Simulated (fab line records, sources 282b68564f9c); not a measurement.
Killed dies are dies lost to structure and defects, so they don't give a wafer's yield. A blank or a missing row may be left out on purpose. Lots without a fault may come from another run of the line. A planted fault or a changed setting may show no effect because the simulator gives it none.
Which tool did it? | flow rit_cmos | 14 lots, 42 wafers sampled, at 4 steps of a route of 202

WHAT THE GAUGES READ, wafer by wafer
RIT_FOX2_THK_MEAS_01. Usual: FOX2_OXIDE_THK 354 nm, standard deviation 7.1.
lot  | measured    | on            | FOX2_OXIDE_THK (nm) | flag
L436 | day 1 20:56 | film_metro-02 | 348 355 351         |
L437 | day 1 23:44 | film_metro-03 | 356 351 351         |
L438 | day 2 04:26 | film_metro-01 | 362 376 369         |
L439 | day 2 10:03 | film_metro-03 | 346 341 343         |
L441 | day 2 21:20 | film_metro-01 | 365 367 369         |
L442 | day 3 01:44 | film_metro-03 | 358 363 354         |
L443 | day 3 07:29 | film_metro-03 | 352 349 346         |
L444 | day 3 13:32 | film_metro-02 | 351 355 357         |
L446 | day 3 22:19 | film_metro-01 | 348 345 342         |
L447 | day 4 01:55 | film_metro-01 | 377 375 375         | OFF
L449 | day 4 12:52 | film_metro-02 | 352 351 355         |
L450 | day 4 18:39 | film_metro-02 | 378 374 374         | OFF
L451 | day 4 21:33 | film_metro-03 | 344 340 345         |
L457 | day 6 03:50 | film_metro-01 | 357 350 352         |

RIT_FOX2_THK_MEAS_90. Usual: FIELD_OXIDE_LEFT_1_THK 326 nm, standard deviation 7.1.
lot  | measured    | on            | FIELD_OXIDE_LEFT_1_THK (nm) | flag
L436 | day 1 21:57 | film_metro-02 | 321 327 323                 |
L437 | day 2 00:46 | film_metro-03 | 329 324 324                 |
L438 | day 2 05:19 | film_metro-01 | 335 349 342                 |
L439 | day 2 11:01 | film_metro-01 | 318 313 316                 |
L441 | day 2 22:12 | film_metro-02 | 338 339 342                 |
L442 | day 3 02:37 | film_metro-03 | 330 335 328                 |
L443 | day 3 08:22 | film_metro-01 | 324 321 319                 |
L444 | day 3 14:29 | film_metro-02 | 324 328 330                 |
L446 | day 3 23:12 | film_metro-03 | 320 318 315                 |
L447 | day 4 02:51 | film_metro-02 | 350 348 348                 | OFF
L449 | day 4 13:44 | film_metro-03 | 325 324 328                 |
L450 | day 4 19:31 | film_metro-02 | 351 347 347                 | OFF
L451 | day 4 22:25 | film_metro-03 | 317 313 318                 |
L457 | day 6 04:42 | film_metro-02 | 329 323 324                 |

RIT_FOX2_THK_MEAS_91. Usual: FIELD_OXIDE_LEFT_2_THK 258 nm, standard deviation 7.
lot  | measured    | on            | FIELD_OXIDE_LEFT_2_THK (nm) | flag
L436 | day 2 11:01 | film_metro-02 | 253 259 255                 |
L437 | day 2 13:35 | film_metro-02 | 261 256 256                 |
L438 | day 2 17:44 | film_metro-03 | 267 280 273                 |
L439 | day 2 23:23 | film_metro-03 | 251 246 249                 |
L441 | day 3 10:24 | film_metro-01 | 269 272 274                 |
L442 | day 3 15:08 | film_metro-01 | 262 267 259                 |
L443 | day 3 20:46 | film_metro-02 | 256 253 250                 |
L444 | day 4 03:05 | film_metro-01 | 255 259 261                 |
L446 | day 4 11:18 | film_metro-01 | 252 249 246                 |
L447 | day 4 15:18 | film_metro-02 | 283 282 281                 | OFF
L449 | day 5 02:08 | film_metro-01 | 256 256 259                 |
L450 | day 5 08:02 | film_metro-02 | 284 279 279                 | OFF
L451 | day 5 10:42 | film_metro-02 | 249 245 250                 |
L457 | day 6 16:52 | film_metro-02 | 262 255 256                 |

WHICH TOOL RAN EACH LOT (tool, then ch and the chambers of the sampled wafers, then the start)
lot  | RIT_FOX2_OXIDATION_00
L436 | furnace-01 ch 0, day 1 19:36
L437 | furnace-01 ch 0, day 1 22:25
L438 | furnace-03 ch 0, day 2 03:07
L439 | furnace-04 ch 0, day 2 08:44
L441 | furnace-03 ch 0, day 2 20:00
L442 | furnace-03 ch 0, day 3 00:26
L443 | furnace-01 ch 0, day 3 06:09
L444 | furnace-01 ch 0, day 3 12:13
L446 | furnace-04 ch 0, day 3 21:01
L447 | furnace-01 ch 0, day 4 00:35
L449 | furnace-03 ch 0, day 4 11:32
L450 | furnace-01 ch 0, day 4 17:20
L451 | furnace-04 ch 0, day 4 20:14
L457 | furnace-03 ch 0, day 6 02:29
- RIT_FOX2_OXIDATION_00: target thk 350.7 nm, ox time 1130 s.

WHAT THE TOOLS THEMSELVES READ (means of the sampled wafers that have a number; where no wafer has one, the mark that the record gives instead)
RIT_FOX2_OXIDATION_00. Usual: spike_tc_centre_C 1102.9 C, standard deviation 1.2; spike_tc_load_C 1126.0 C, standard deviation 1.9; spike_tc_source_C 1125.5 C, standard deviation 1.9; tube_center_temp_C 1100 C, standard deviation 0.1; tube_center_temp_C_max 1102.8, standard deviation 0.44; zone_power_centre_pct 55 %, standard deviation 4.4.
lot  | tool       | spike_tc_centre_C (C) | spike_tc_load_C (C) | spike_tc_source_C (C) | tube_center_temp_C (C) | tube_center_temp_C_max | zone_power_centre_pct (%) | flag
L436 | furnace-01 | 1101.7                | 1125.9              | 1127.8                | 1100                   | 1102.9                 | 57                        |
L437 | furnace-01 | 1102.1                | 1126.4              | 1127.5                | 1100                   | 1103.0                 | 57                        |
L438 | furnace-03 | 1102.4                | 1127.3              | 1123.8                | 1100                   | 1102.7                 | 50                        |
L439 | furnace-04 | 1104.0                | 1123.1              | 1124.0                | 1100                   | 1102.8                 | 62                        |
L441 | furnace-03 | 1101.9                | 1127.1              | 1124.0                | 1100                   | 1102.6                 | 50                        |
L442 | furnace-03 | 1103.4                | 1126.4              | 1123.6                | 1100                   | 1103.0                 | 50                        |
L443 | furnace-01 | 1103.2                | 1127.0              | 1127.2                | 1100                   | 1102.9                 | 57                        |
L444 | furnace-01 | 1103.1                | 1127.3              | 1128.0                | 1100                   | 1102.1                 | 57                        |
L446 | furnace-04 | 1103.9                | 1121.4              | 1123.4                | 1100                   | 1102.7                 | 62                        |
L447 | furnace-01 | 1117.0                | 1142.5              | 1142.9                | 1115                   | 1117.8                 | 59                        | OFF
L449 | furnace-03 | 1103.7                | 1126.6              | 1124.6                | 1100                   | 1102.9                 | 50                        |
L450 | furnace-01 | 1117.2                | 1141.4              | 1141.4                | 1115                   | 1117.8                 | 58                        | OFF
L451 | furnace-04 | 1104.1                | 1121.8              | 1124.5                | 1100                   | 1102.5                 | 61                        |
L457 | furnace-03 | 1102.3                | 1126.9              | 1124.2                | 1100                   | 1103.4                 | 50                        |

THE ANSWER, worked out from the rows above alone
Rule: a lot is off if the mean of its wafers that have a number lies more than 3 standard deviations from the usual mean. A lot without any number at a reading at which 4 lots or more have one is off too. The other lots that the step has rows for count as sound. The gauges are gone through in route order, then the tools' own readings, and for those a lot's mean is taken as printed above. The first step at which some lot is off is used, and at that step the reading that is off furthest; a lot without a number counts as furthest.
Off: L447, L450, at RIT_FOX2_THK_MEAS_01 (FOX2_OXIDE_THK).
A tool fits if, at a process step before that reading, it ran every lot that is off, and no sound lot after the first of them. The gauges at RIT_FOX2_THK_MEAS_01 aren't tried: what is off there is off at RIT_FOX2_OXIDATION_00 too, on other tools, and a gauge's error can't cause that. One fits: furnace-01 at RIT_FOX2_OXIDATION_00. Its last sound lot is L444 (day 3 12:13), its first lot that is off L447 (day 4 00:35): a fault that began between those two fits.
The tool's own readings at RIT_FOX2_OXIDATION_00 bear it out: on the lots that are off they differ by more than 5 times the standard deviation of the sound lots' means. spike_tc_centre_C reads 1117.1 C there against 1103.0 C on the sound lots; spike_tc_load_C reads 1142.0 C there against 1125.6 C on the sound lots; spike_tc_source_C reads 1142.2 C there against 1125.2 C on the sound lots; tube_center_temp_C reads 1115 C there against 1100 C on the sound lots; tube_center_temp_C_max reads 1117.8 there against 1102.8 on the sound lots.

WHAT THE SIMULATOR HAD PUT IN
Process parameter drift: furnace-01, from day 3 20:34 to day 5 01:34, at RIT_FOX2_OXIDATION_00. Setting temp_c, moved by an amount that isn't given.
Lots struck among those shown: L447, L450. The rule above found the same.
